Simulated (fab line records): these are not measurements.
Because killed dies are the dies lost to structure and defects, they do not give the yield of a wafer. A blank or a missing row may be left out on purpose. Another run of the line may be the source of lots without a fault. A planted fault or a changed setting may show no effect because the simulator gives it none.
Which tool was responsible? | flow berkeley cmos170 | Sampling: 7 lots, 21 wafers, 2 of 331 route steps

== WHAT THE GAUGES SHOWED, per wafer ==
UCB170_PFIELD_TW_MEAS_09.
lot  | measured    | on            | PFIELD_TW
L877 | day 4 17:24 | film metro-01 | 612 611 606
L879 | day 4 17:23 | film metro-03 | 597 602 598
L881 | day 5 06:46 | film metro-03 | 599 598 593
L890 | day 7 12:29 | film metro-02 | 608 607 604
L893 | day 7 23:07 | film metro-02 | 608 609 610
L897 | day 8 23:08 | film metro-03 | 603 602 601
L899 | day 9 08:05 | film metro-03 | 605 604 602

== EACH LOT AND THE TOOL THAT RAN IT (in order: tool; ch and the chambers of the sampled wafers; start) ==
lot  | UCB170_PFIELD_IMPLANT_07
L877 | implanter-04 ch 0, day 4 17:11
L879 | implanter-02 ch 0, day 4 17:10
L881 | implanter-02 ch 0, day 5 06:32
L890 | implanter-02 ch 0, day 7 12:15
L893 | implanter-01 ch 0, day 7 22:53
L897 | implanter-01 ch 0, day 8 22:53
L899 | implanter-01 ch 0, day 9 07:50
- UCB170_PFIELD_IMPLANT_07

== THE ANSWER, worked out from the rows above alone ==
Rule: what is usual is taken from the lots themselves. Put in order of their means at a reading, lots are off if they are a third of the lots or fewer, leave a main group of 4 or more, and stand apart from it by a gap of 3 or more times the standard deviation of the main group's means; of several such gaps the widest counts. The tables above print the reading to a certain number of digits; a main group whose means all agree to those digits is not used. Also off: a lot with no number at a reading for which 4 or more lots have one. Where the step has rows for the other lots, those lots are counted as sound.
None of the lots is off at any reading shown; this tells nothing.

== WHAT THE SIMULATOR HAD PUT IN ==
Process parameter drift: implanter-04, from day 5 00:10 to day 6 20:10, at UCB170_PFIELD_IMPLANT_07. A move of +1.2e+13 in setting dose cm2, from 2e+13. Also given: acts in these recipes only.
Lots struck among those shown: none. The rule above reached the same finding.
